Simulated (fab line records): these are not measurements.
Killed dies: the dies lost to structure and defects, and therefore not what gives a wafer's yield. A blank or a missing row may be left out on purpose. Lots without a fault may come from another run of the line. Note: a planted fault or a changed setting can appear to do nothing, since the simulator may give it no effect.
fab line records	flow ritCmos
[record] lots = 5	wafers = 15	lastDay = 7
route steps=202 shown PRETRO@72 GATE@75 FOX2@80 REOX@98 NLDD@103 SDANNEAL@155 M1@202
lots that met no fault: taken from a fault-free run of the same line
startH: start of the lot's first displayed wafer, in hours after the record's first day	waitH: hours since the lot's step before	" the same as in the row above	L1.1+2: a row that stands for several wafers	- no value present, or no start provided	* or withheld: withheld	< > ~ a bound
route shown NAME@n: a module of which the file shows steps, and the number in the route of the first	usual: mean/standard deviation taken from wafers without a fault	same: alike in all rows	chamber/n: place in a boat	sites: the reading at each site	_std_site: their standard deviation	_edge_site: outer sites' mean less inner sites'	radiusMm: how far each site lies from the wafer's centre	mask NAME#n: copy n	behind: the tool/chamber that last shaped the wafer	hold: reason for holding the lot/hours on hold/outcome of the hold	device: the n, p or np transistor that did not switch	end of line: the route-end tests of the same wafers	where a step has no rows: the recipe by itself	killed: dies lost to structure and defects at the first sort, not the wafer's yield	map: the dies of a wafer, with x for killed, . for not killed, _ for no die there
set.NAME: the run value of the setting; set.NAME@STEP: its run value at that earlier step	model.NAME: the simulator's own value behind a step, which no gauge read
lots at selected steps of the route; one table per step, one row per wafer
services: a tool's chamber out of use, with start hour (startH, from the record's first day; less than 0 if before it), hours out, and reason
[[steps]]
[step RIT_PRETRO_IMPLANT_08]
[recipe] species = B	energyKev = 45	doseCm2 = 1.2e+13	tiltDeg = 7
[step RIT_PRETRO_STRIP_09]
[recipe] chemistry = O2	timeS = 180	resist = NOVOLAK	platenTempC = withheld	powerW = 500	pressureMtorr = 4000	o2FlowSccm = 4000
[usual] drypumpMotorCurrentA = 5.6/0.35
lot.wafer	tool	chamber	startH	waitH	drypumpMotorCurrentA	rfHoursCounterH
L911.2	plasmaAsher-02	0	57.58	0.2	6.1	40
L911.3	"	1	"	"	5.5	-
L911.5	"	1	"	"	5.5	-
L915.2	plasmaAsher-04	1	77.94	0.1	5.3	28
L915.3	"	1	"	"	5.3	-
L915.6	"	0	"	"	5.5	-
L927.1	plasmaAsher-04	0	136.32	0.1	5.5	34
L927.5	"	1	"	"	5.2	-
L927.6	"	0	"	"	5.4	-
L928.2	plasmaAsher-04	0	141.65	0.1	5.5	35
L928.4	"	0	"	"	5.5	-
L928.6	"	0	"	"	5.5	-
L929.3	plasmaAsher-04	0	146.17	0.1	5.5	-
L929.5	"	1	"	"	5.3	-
L929.6	"	0	"	"	5.5	-
[step RIT_PRETRO_TW_MEAS_10]
[usual] PRETRO_TW = 474.6/3
lot.wafer	tool	chamber	startH	waitH	PRETRO_TW
L911.2	filmMetro-02	-	57.76	0.1	471.2
L911.3	"	-	"	"	472.8
L911.5	"	-	"	"	471.1
L915.2	filmMetro-04	-	78.13	0.1	474.8
L915.3	"	-	"	"	475.0
L915.6	"	-	"	"	474.4
L927.1	filmMetro-02	-	136.49	0.1	472.9
L927.5	"	-	"	"	471.8
L927.6	"	-	"	"	471.5
L928.2	filmMetro-02	-	141.84	0.1	473.8
L928.4	"	-	"	"	471.9
L928.6	"	-	"	"	475.4
L929.3	filmMetro-04	-	146.31	0.1	473.9
L929.5	"	-	"	"	474.5
L929.6	"	-	"	"	476.7
[step RIT_GATE_WET_ETCH_00]
[recipe] chemistry = BOE	target = SiO2	targetDepthNm = 56	timeS = 60	dry = n2Spin	dilution = 10:1	tempC = 21.5
[step RIT_GATE_CLEAN_01]
[recipe] chemistry = SC1	mix = 3:3:50	timeS = 600	tempC = 75
[step RIT_GATE_CLEAN_02]
[recipe] chemistry = dHF	dilution = 50:1	timeS = 30
[step RIT_GATE_CLEAN_03]
[recipe] chemistry = SC2	mix = 3:3:50	timeS = 600	tempC = 75	dry = n2Spin
[step RIT_GATE_CLEAN_04]
[recipe] chemistry = dHF	dilution = 50:1	timeS = 60	dry = n2Spin
[step RIT_FOX2_THK_MEAS_91]
[recipe] reads = SiO2_of_FOX2_OXIDATION_00
[usual] FIELD_OXIDE_LEFT_2_THK = 254/6.2
lot.wafer	tool	chamber	startH	waitH	FIELD_OXIDE_LEFT_2_THK[nm]
L911.2	filmMetro-02	-	58.28	0.0	253
L911.3	"	-	"	"	257
L911.5	"	-	"	"	252
L915.2	filmMetro-01	-	78.61	0.0	246
L915.3	"	-	"	"	244
L915.6	"	-	"	"	243
L927.1	filmMetro-03	-	136.97	0.0	250
L927.5	"	-	"	"	253
L927.6	"	-	"	"	248
L928.2	filmMetro-02	-	142.33	0.0	248
L928.4	"	-	"	"	254
L928.6	"	-	"	"	250
L929.3	filmMetro-03	-	146.79	0.0	252
L929.5	"	-	"	"	251
L929.6	"	-	"	"	255
[step RIT_GATE_OXIDATION_05]
[recipe] tempC = 900	ambient = O2	targetThkA = 30	oxTimeS = 270
[step RIT_GATE_ANNEAL_06]
[recipe] tempC = 900	timeS = 600	ambient = N2O
[step RIT_GATE_THK_MEAS_07]
[recipe] reads = SiO2_of_GATE_OXIDATION_05
[usual] GATE_OXIDE_THK = 3.01/0.056
lot.wafer	tool	chamber	startH	waitH	GATE_OXIDE_THK[nm]
L911.2	filmMetro-01	-	59.67	0.0	3.03
L911.3	"	-	"	"	2.98
L911.5	"	-	"	"	3.01
L915.2	filmMetro-02	-	80.00	0.0	3.04
L915.3	"	-	"	"	3.03
L915.6	"	-	"	"	3.07
L927.1	filmMetro-01	-	138.36	0.0	2.99
L927.5	"	-	"	"	2.99
L927.6	"	-	"	"	3.04
L928.2	filmMetro-02	-	143.72	0.0	3.02
L928.4	"	-	"	"	2.98
L928.6	"	-	"	"	3.00
L929.3	filmMetro-02	-	148.25	0.0	3.14
L929.5	"	-	"	"	3.02
L929.6	"	-	"	"	3.01
[step RIT_GATE_CVD_08]
[recipe] material = poly-Si	targetThkNm = 250	tempC = 610	precursor = SiH4	timeS = 2220	pressureMtorr = 300	sih4FlowSccm = 100
[usual] sih4FlowSccm = 100.0/0.3	zonePowerSourcePct = 12.6/0.77
lot.wafer	tool	chamber	startH	waitH	sih4FlowSccm	zonePowerSourcePct	model.poly-Si_of_GATE_CVD_08.thkNm
L911.2	lpcvd-02	1	59.72	0.0	100.3	12.6	252.1
L911.3	"	1	"	"	100.1	12.5	251.4
L911.5	"	1	"	"	100.1	12.5	251.5
L915.2	lpcvd-02	1	80.05	0.0	99.9	12.7	250.5
L915.3	"	1	"	"	99.8	12.4	250.7
L915.6	"	1	"	"	100.0	12.7	250.7
L927.1	lpcvd-02	0	138.42	0.1	80.0	13.9	198
L927.5	"	0	"	"	79.6	14.0	199.2
L927.6	"	0	"	"	79.8	14.0	198.2
L928.2	lpcvd-01	0	143.77	0.0	100.1	12.8	250.6
L928.4	"	0	"	"	99.8	12.6	250.5
L928.6	"	0	"	"	99.8	12.8	251.2
L929.3	lpcvd-01	1	148.53	0.3	99.8	11.6	251.3
L929.5	"	1	"	"	99.8	11.9	249.4
L929.6	"	1	"	"	100.1	11.8	250.8
[step RIT_GATE_THK_MEAS_09]
[recipe] reads = poly-Si_of_GATE_CVD_08
[usual] GATE_POLY_THK = 250.9/2.1
lot.wafer	tool	chamber	startH	waitH	GATE_POLY_THK[nm]
L911.2	filmMetro-02	-	61.34	0.0	252.2
L911.3	"	-	"	"	251.4
L911.5	"	-	"	"	251.7
L915.2	filmMetro-03	-	81.68	0.0	250.7
L915.3	"	-	"	"	250.7
L915.6	"	-	"	"	250.9
L927.1	filmMetro-02	-	140.03	0.0	198.0
L927.5	"	-	"	"	199.2
L927.6	"	-	"	"	198.2
L928.2	filmMetro-02	-	145.39	0.0	250.4
L928.4	"	-	"	"	250.4
L928.6	"	-	"	"	251.3
L929.3	filmMetro-02	-	150.17	0.0	251.3
L929.5	"	-	"	"	249.6
L929.6	"	-	"	"	250.9
[step RIT_GATE_HMDS_10]
[recipe] primeTimeS = 60	primeTempC = 140
[step RIT_GATE_COAT_11]
[recipe] resist = NOVOLAK	spinRpm = 4250	resistThkNm = 850
[step RIT_GATE_SOFTBAKE_12]
[recipe] resist = NOVOLAK	tempC = 90	timeS = 60
[step RIT_GATE_EXPOSE_13]
[recipe] maskId = M6	na = 0.6	sourceShape = conventional	sigmaOuter = 0.6	targetCdNm = 150	doseMj = 380
[step RIT_GATE_PEB_14]
[recipe] resist = NOVOLAK	tempC = withheld	timeS = withheld
[step RIT_GATE_DEVELOP_15]
[recipe] resist = NOVOLAK	developTimeS = 50	devTempC = 23
[step RIT_GATE_CD_MEAS_16]
[recipe] targetCdNm = 150
[usual] cdNm = 150.6/2.6
lot.wafer	tool	chamber	startH	waitH	cdNm
L911.2	cdSem-01	-	62.26	-	149.5
L911.3	"	-	"	"	151.3
L911.5	"	-	"	"	149.1
L915.2	cdSem-01	-	82.76	-	150.3
L915.3	"	-	"	"	152.6
L915.6	"	-	"	"	151.5
L927.1	cdSem-02	-	140.94	-	149.6
L927.5	"	-	"	"	150.9
L927.6	"	-	"	"	151.7
L928.2	cdSem-02	-	146.31	-	146.2
L928.4	"	-	"	"	146.2
L928.6	"	-	"	"	145.1
L929.3	cdSem-02	-	151.22	-	154.9
L929.5	"	-	"	"	152.6
L929.6	"	-	"	"	152.7
[step RIT_GATE_OVL_MEAS_17]
[usual] GATE_OVL = -1.9/1.5
lot.wafer	tool	chamber	startH	waitH	GATE_OVL[nm]
L911.2	overlay-01	-	62.37	0.1	-3.6
L911.3	"	-	"	"	-3.1
L911.5	"	-	"	"	-2.3
L915.2	overlay-01	-	82.87	0.1	-1.0
L915.3	"	-	"	"	-1.9
L915.6	"	-	"	"	1.3
L927.1	overlay-01	-	141.06	0.1	-0.9
L927.5	"	-	"	"	-1.8
L927.6	"	-	"	"	-4.3
L928.2	overlay-01	-	146.42	0.1	-1.2
L928.4	"	-	"	"	0.4
L928.6	"	-	"	"	-0.2
L929.3	overlay-02	-	151.31	0.1	-2.1
L929.5	"	-	"	"	-4.4
L929.6	"	-	"	"	-3.2
[step RIT_GATE_HARDBAKE_18]
[recipe] resist = NOVOLAK	tempC = 140	timeS = 60
[step RIT_GATE_ETCH_19]
[recipe] chemistry = SF6/CHF3/O2	timeS = 165	SF6_flow_sccm = 30	CHF3_flow_sccm = 30	O2_flow_sccm = 5	target = poly-Si	pressureMtorr = 40	rfW = 160	targetDepthA = 3125	overEtchFrac = 0.25	stopOn = SiO2
[usual] drypumpMotorCurrentA = 5.6/0.55	oesProductAu = 0.852/0.0098	throttleValvePct = 10.22/0.16
lot.wafer	tool	chamber	startH	waitH	drypumpMotorCurrentA	oesProductAu	rfHoursCounterH	throttleValvePct	model.GATE.featureDepthNm	model.etch.depthNm
L911.2	rieSi-02	1	62.55	0.1	4.8	0.861	74	10.26	252.1	252.1
L911.3	"	3	"	"	5.1	0.860	152	10.13	251.4	251.4
L911.5	"	2	"	"	4.9	0.856	-	10.19	251.5	251.5
L915.2	rieSi-02	3	83.05	0.1	5.1	0.857	152	10.12	250.5	250.5
L915.3	"	1	"	"	4.8	0.852	75	10.27	250.7	250.7
L915.6	"	1	"	"	4.8	0.846	-	10.26	250.7	250.7
L927.1	rieSi-02	3	141.37	0.1	5.1	0.717	0	10.13	198	198
L927.5	"	0	"	"	6.0	0.729	-	10.14	199.2	199.2
L927.6	"	1	"	"	4.8	0.721	-	10.26	198.2	198.2
L928.2	rieSi-01	2	146.60	0.1	5.5	0.834	0	10.09	250.6	250.6
L928.4	"	0	"	"	6.0	0.870	54	10.32	250.5	250.5
L928.6	"	0	"	"	6.0	0.866	-	10.33	251.2	251.2
L929.3	rieSi-02	0	151.49	0.1	6.0	0.853	108	10.14	251.3	251.3
L929.5	"	2	"	"	4.9	0.846	-	10.18	249.4	249.4
L929.6	"	1	"	"	4.8	0.841	-	10.26	250.8	250.8
[step RIT_GATE_STRIP_20]
[recipe] chemistry = O2	timeS = 180	resist = NOVOLAK	platenTempC = withheld	powerW = 500	pressureMtorr = 4000	o2FlowSccm = 4000
[usual] drypumpMotorCurrentA = 5.6/0.39
lot.wafer	tool	chamber	startH	waitH	drypumpMotorCurrentA	rfHoursCounterH
L911.2	plasmaAsher-02	0	62.66	0.1	6.1	41
L911.3	"	1	"	"	5.5	-
L911.5	"	0	"	"	6.1	-
L915.2	plasmaAsher-03	1	83.16	0.1	5.1	46
L915.3	"	1	"	"	5.1	-
L915.6	"	1	"	"	5.1	-
L927.1	plasmaAsher-02	1	141.47	0.1	5.5	49
L927.5	"	1	"	"	5.5	-
L927.6	"	0	"	"	6.0	-
L928.2	plasmaAsher-02	0	146.71	0.1	6.1	50
L928.4	"	1	"	"	5.4	-
L928.6	"	1	"	"	5.5	-
L929.3	plasmaAsher-03	1	151.65	0.1	5.0	-
L929.5	"	1	"	"	5.1	-
L929.6	"	0	"	"	5.4	-
[step RIT_GATE_CD_MEAS_90]
[recipe] targetCdNm = 150
[usual] cdNm = 150.6/2.6
lot.wafer	tool	chamber	startH	waitH	cdNm
L911.2	cdSem-01	-	62.85	0.1	149.2
L911.3	"	-	"	"	151.8
L911.5	"	-	"	"	149.4
L915.2	cdSem-02	-	83.35	0.1	150.5
L915.3	"	-	"	"	152.9
L915.6	"	-	"	"	151.6
L927.1	cdSem-02	-	141.65	0.1	149.3
L927.5	"	-	"	"	150.7
L927.6	"	-	"	"	152.0
L928.2	cdSem-01	-	146.90	0.1	146.4
L928.4	"	-	"	"	146.5
L928.6	"	-	"	"	145.1
L929.3	cdSem-01	-	151.81	0.1	155.1
L929.5	"	-	"	"	152.2
L929.6	"	-	"	"	152.5
[step RIT_REOX_CLEAN_00]
[recipe] chemistry = SC1	mix = 3:3:50	timeS = 600	tempC = 75
[step RIT_REOX_CLEAN_01]
[recipe] chemistry = dHF	dilution = 50:1	timeS = 30
[step RIT_REOX_CLEAN_02]
[recipe] chemistry = SC2	mix = 3:3:50	timeS = 600	tempC = 75	dry = n2Spin
[step RIT_REOX_OXIDATION_03]
[recipe] tempC = 900	ambient = O2	targetThkA = 252	oxTimeS = 5580
[step RIT_REOX_THK_MEAS_04]
[recipe] reads = SiO2_of_REOX_OXIDATION_03
[usual] REOX_OXIDE_THK = 25.0/0.51
lot.wafer	tool	chamber	startH	waitH	REOX_OXIDE_THK[nm]
L911.2	filmMetro-02	-	65.93	0.0	25.0
L911.3	"	-	"	"	25.1
L911.5	"	-	"	"	25.9
L915.2	filmMetro-02	-	86.41	0.0	24.6
L915.3	"	-	"	"	25.1
L915.6	"	-	"	"	24.5
L927.1	filmMetro-04	-	144.72	0.0	24.8
L927.5	"	-	"	"	24.5
L927.6	"	-	"	"	24.7
L928.2	filmMetro-04	-	149.93	0.0	24.8
L928.4	"	-	"	"	24.7
L928.6	"	-	"	"	24.9
L929.3	filmMetro-03	-	155.39	0.0	24.9
L929.5	"	-	"	"	25.0
L929.6	"	-	"	"	24.7
[step RIT_NLDD_HMDS_00]
[recipe] primeTimeS = 60	primeTempC = 140
[step RIT_NLDD_COAT_01]
[recipe] resist = NOVOLAK	spinRpm = 3250	resistThkNm = 1000
[step RIT_NLDD_SOFTBAKE_02]
[recipe] resist = NOVOLAK	tempC = 90	timeS = 60
[step RIT_NLDD_EXPOSE_03]
[recipe] maskId = M7	na = 0.57	targetCdNm = 40700	doseMj = 250
[step RIT_NLDD_PEB_04]
[recipe] resist = NOVOLAK	tempC = withheld	timeS = withheld
[step RIT_NLDD_DEVELOP_05]
[recipe] resist = NOVOLAK	developTimeS = 50	devTempC = 23
[step RIT_NLDD_OVL_MEAS_06]
[usual] NLDD_OVL = 0.2/1.5
lot.wafer	tool	chamber	startH	waitH	NLDD_OVL[nm]
L911.2	overlay-02	-	67.02	-	-2.2
L911.3	"	-	"	"	-2.3
L911.5	"	-	"	"	-0.7
L915.2	overlay-01	-	87.32	-	3.0
L915.3	"	-	"	"	3.5
L915.6	"	-	"	"	0.9
L927.1	overlay-02	-	145.75	-	0.0
L927.5	"	-	"	"	-0.9
L927.6	"	-	"	"	-3.2
L928.2	overlay-02	-	150.96	-	1.1
L928.4	"	-	"	"	2.2
L928.6	"	-	"	"	1.7
L929.3	overlay-01	-	156.54	-	3.5
L929.5	"	-	"	"	1.5
L929.6	"	-	"	"	1.8
[step RIT_NLDD_HARDBAKE_07]
[recipe] resist = NOVOLAK	tempC = 140	timeS = 60
[step RIT_NLDD_IMPLANT_08]
[recipe] species = P	energyKev = 20	doseCm2 = 5e+14	tiltDeg = 7
[step RIT_NLDD_STRIP_09]
[recipe] chemistry = O2	timeS = 180	resist = NOVOLAK	platenTempC = withheld	powerW = 500	pressureMtorr = 4000	o2FlowSccm = 4000
[usual] drypumpMotorCurrentA = 5.5/0.35
lot.wafer	tool	chamber	startH	waitH	drypumpMotorCurrentA	rfHoursCounterH
L911.2	plasmaAsher-04	0	67.35	0.1	5.5	27
L911.3	"	1	"	"	5.3	-
L911.5	"	1	"	"	5.2	-
L915.2	plasmaAsher-01	0	87.65	0.1	5.5	45
L915.3	"	0	"	"	5.5	-
L915.6	"	0	"	"	5.5	-
L927.1	plasmaAsher-03	1	146.09	0.1	5.1	52
L927.5	"	0	"	"	5.4	-
L927.6	"	1	"	"	5.1	-
L928.2	plasmaAsher-01	1	151.29	0.1	6.2	4
L928.4	"	0	"	"	5.5	-
L928.6	"	1	"	"	6.2	-
L929.3	plasmaAsher-04	0	156.92	0.1	5.5	-
L929.5	"	0	"	"	5.5	-
L929.6	"	1	"	"	5.2	-
[step RIT_NLDD_TW_MEAS_10]
[usual] NLDD_TW = 2487/14
lot.wafer	tool	chamber	startH	waitH	NLDD_TW
L911.2	filmMetro-03	-	67.53	0.1	2476
L911.3	"	-	"	"	2466
L911.5	"	-	"	"	2485
L915.2	filmMetro-03	-	87.83	0.1	2480
L915.3	"	-	"	"	2457
L915.6	"	-	"	"	2457
L927.1	filmMetro-01	-	146.27	0.1	2484
L927.5	"	-	"	"	2484
L927.6	"	-	"	"	2488
L928.2	filmMetro-01	-	151.48	0.1	2488
L928.4	"	-	"	"	2478
L928.6	"	-	"	"	2492
L929.3	filmMetro-03	-	157.06	0.1	2476
L929.5	"	-	"	"	2472
L929.6	"	-	"	"	2481
[step RIT_SDANNEAL_CLEAN_02]
[recipe] chemistry = SC2	mix = 3:3:50	timeS = 600	tempC = 75	dry = n2Spin
lot.wafer	tool	chamber	startH	waitH	model.poly-Si_of_GATE_CVD_08.thkNm
L911.2	wetBench-03	1	74.74	0.0	165.6
L911.3	"	1	"	"	164.5
L911.5	"	1	"	"	167.2
L915.2	wetBench-01	2	95.09	0.0	162.6
L915.3	"	2	"	"	165.5
L915.6	"	2	"	"	164.8
L927.1	wetBench-01	1	153.52	0.0	110.3
L927.5	"	1	"	"	114
L927.6	"	1	"	"	110.7
L928.2	wetBench-01	0	159.21	0.0	164.4
L928.4	"	0	"	"	163.4
L928.6	"	0	"	"	163.7
L929.3	wetBench-04	2	164.42	0.0	165.3
L929.5	"	2	"	"	163
L929.6	"	2	"	"	163.4
[step RIT_M1_PROBE_99]
[usual] killedAtContacts = 0.1/0.31	killedAtFrontEnd = 7/3.1	killedDies = 7/3.1	killedOpen = 3.3/1.9	killedShort = 3.3/2
[same] grossDies = 264	killed_at_M0_to_M3 = 0	killed_at_M4_up = 0	killedAtBackSide = 0	killedAtOther = 0
lot.wafer	tool	chamber	startH	waitH	killedAtContacts	killedAtFrontEnd	killedDies	killedOpen	killedShort	model.etest.pmosTurned.rOnOhmUm	model.etest.nmos_0p3.rOnOhmUm	model.etest.nmosTurned.driveUaUm	model.etest.pmosTurned.driveUaUm	model.etest.nmos_0p15.driveUaUm	model.etest.nmosNarrow.driveUaUm	model.etest.nmos_0p3.driveUaUm	model.etest.ppolyLine.rsOhmSq
L911.2	prober-01	-	82.82	0.1	0	9	9	6	3	3450	2140	323.1	185.9	467.9	230.9	228.8	16.52
L911.3	prober-01	-	82.87	0.2	0	11	11	5	6	3586	2182	314	182.7	460.1	227	223.5	16.57
L911.5	prober-01	-	82.97	0.2	0	9	9	4	5	3663	2181	298.8	173.3	458.9	225.6	223.3	16.39
L915.2	prober-01	-	103.44	0.1	0	8	8	6	2	3383	2179	337	196.9	470.9	227.6	226.2	16.75
L915.3	prober-01	-	103.49	0.2	0	4	4	2	2	3492	2157	324.8	189.2	462.5	229	225.5	16.41
L915.6	prober-01	-	103.64	0.2	0	3	3	1	2	3347	2149	338.5	199.3	469.4	230.1	224.7	16.45
L927.1	prober-01	-	161.45	0.1	0	8	8	4	4	3074	2145	396.2	224.9	484.7	234.3	232.2	16.98
L927.5	prober-01	-	161.65	0.2	0	5	5	2	3	3045	2112	393.9	223.9	481.4	227.5	228.5	16.96
L927.6	prober-01	-	161.70	0.2	0	3	3	1	2	3048	2171	392.9	228.4	474.9	226.2	225.4	17.01
L928.2	prober-01	-	166.91	0.1	0	6	6	5	1	3304	2150	335	199.5	476.4	228	225.1	16.6
L928.4	prober-01	-	167.01	0.2	1	3	4	3	1	3255	2145	339	204.8	484.4	233.2	231.5	16.47
L928.6	prober-01	-	167.11	0.2	0	7	7	3	4	3274	2151	337.5	201	489.7	233	231.3	16.64
L929.3	prober-01	-	172.17	0.2	0	9	9	7	2	3615	2205	314.9	179.2	443.1	219.2	218.3	16.29
L929.5	prober-01	-	172.27	0.2	0	8	8	3	5	3460	2179	324.9	188.3	460.1	224.9	223.5	16.36
L929.6	prober-01	-	172.32	0.2	0	7	7	3	4	3459	2169	325.4	190.2	459.9	225.5	224.7	16.43
// killed by level:class
L911.2 SILICIDE:geometricParticle:open=4 SILICIDE:geometricParticle:short=2 FOX1:geometricParticle:open=1 FOX2:geometricParticle:open=1 SPACER:geometricParticle:short=1
L911.3 GATE:geometricParticle:short=3 GATE:geometricParticle:open=2 SILICIDE:geometricParticle:short=2 SILICIDE:geometricParticle:open=2 FOX1:geometricParticle:short=1 REOX:geometricParticle:open=1
L911.5 GATE:geometricParticle:open=2 GATE:geometricParticle:short=2 FOX2:geometricParticle:short=1 SPACER:geometricParticle:open=1 SPACER:geometricParticle:short=1 SILICIDE:geometricParticle:open=1 SILICIDE:geometricParticle:short=1
L915.2 GATE:geometricParticle:open=3 FOX1:geometricParticle:short=1 FOX1:geometricParticle:open=1 REOX:geometricParticle:open=1 SPACER:geometricParticle:open=1 SILICIDE:geometricParticle:short=1
L915.3 GATE:geometricParticle:short=2 FOX1:geometricParticle:open=1 FOX2:geometricParticle:open=1
L915.6 SPACER:geometricParticle:short=2 REOX:geometricParticle:open=1
L927.1 FOX2:geometricParticle:short=2 GATE:geometricParticle:open=2 GATE:geometricParticle:short=1 REOX:geometricParticle:short=1 SPACER:geometricParticle:open=1 SILICIDE:geometricParticle:open=1
L927.5 SILICIDE:geometricParticle:short=2 FOX1:geometricParticle:open=1 REOX:geometricParticle:open=1 SPACER:geometricParticle:short=1
L927.6 FOX1:geometricParticle:short=1 SPACER:geometricParticle:short=1 SPACER:geometricParticle:open=1
L928.2 FOX1:geometricParticle:open=3 SILICIDE:geometricParticle:open=2 SPACER:geometricParticle:short=1
L928.4 FOX1:geometricParticle:open=1 REOX:geometricParticle:short=1 REOX:geometricParticle:open=1 CONTACT:geometricParticle:open=1
L928.6 FOX2:geometricParticle:short=3 SILICIDE:geometricParticle:open=2 GATE:geometricParticle:open=1 SILICIDE:geometricParticle:short=1
L929.3 SPACER:geometricParticle:open=3 SILICIDE:geometricParticle:open=2 GATE:geometricParticle:open=1 REOX:geometricParticle:open=1 SPACER:geometricParticle:short=1 SILICIDE:geometricParticle:short=1
L929.5 SPACER:geometricParticle:short=3 FOX2:geometricParticle:open=1 GATE:geometricParticle:open=1 GATE:geometricParticle:short=1 REOX:geometricParticle:short=1 SPACER:geometricParticle:open=1
L929.6 SILICIDE:geometricParticle:open=2 GATE:geometricParticle:short=1 REOX:geometricParticle:short=1 SPACER:geometricParticle:open=1 SPACER:geometricParticle:short=1 SILICIDE:geometricParticle:short=1
[[services]]
tool	chamber	startH	hours	kind
rieSi-02	-	35.02	5.7	repair
plasmaAsher-01	-	48.14	0.6	repair
rieSi-01	0	69.67	1.0	repair
rieSi-01	2	72.97	-	clean
rieSi-01	2	72.97	15.1	scheduledDown
rieSi-01	2	72.97	15.1	ventCycle
rieSi-02	-	97.23	3.2	repair
rieSi-02	3	100.44	-	clean
rieSi-02	3	100.44	14.8	scheduledDown
rieSi-02	3	100.44	14.8	ventCycle
plasmaAsher-01	-	108.75	9.0	pm
plasmaAsher-01	0	108.75	9.0	ventCycle
plasmaAsher-01	1	108.75	9.0	ventCycle
plasmaAsher-01	-	111.80	4.2	repair
rieSi-01	1	115.55	1.1	repair
plasmaAsher-01	0	117.75	-	clean
plasmaAsher-01	1	117.75	-	clean
rieSi-02	2	136.99	3.4	repair
[[key]]
[firstSign] step = RIT_GATE_CVD_08	reading = sih4FlowSccm	direction = down	sigmas = 67	usual = 100.0	struck = 79.8
[effect] step = RIT_GATE_THK_MEAS_09	reading = GATE_POLY_THK	direction = down	sigmas = 25	usual = 250.9	struck = 198.5
[effect] step = RIT_GATE_ETCH_19	reading = oesProductAu	direction = down	sigmas = 13	usual = 0.852	struck = 0.722
[modelEffect] step = RIT_GATE_CVD_08	value = poly-Si_of_GATE_CVD_08.thkNm	without = 248.5	struck = 198.5
[modelEffect] step = RIT_GATE_ETCH_19	value = GATE.featureDepthNm	without = 248.5	struck = 198.5
[modelEffect] step = RIT_SDANNEAL_CLEAN_02	value = poly-Si_of_GATE_CVD_08.thkNm	without = 161.6	struck = 111.6
[modelEffect] step = RIT_M1_PROBE_99	value = etest.pmosTurned.rOnOhmUm	without = 3377	struck = 3056
metAt RIT_GATE_CVD_08
struckWafers L927.1,L927.5,L927.6
testerLeftOut L927
[fault] kind = processParameterDrift	tool = lpcvd-02	chamber = 0	onsetH = 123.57	steps = RIT_GATE_CVD_08	channel = sih4FlowSccm	offset = -20	shape = step	endH = 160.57	stated = 100
// testerLeftOut: of these lots the tester's yield and bins aren't shown, on N5 and GAA mostly nor the transistor test; their killed dies are dies lost to structure and defects alone, not to doping, threshold or leakage, so they don't give the yield
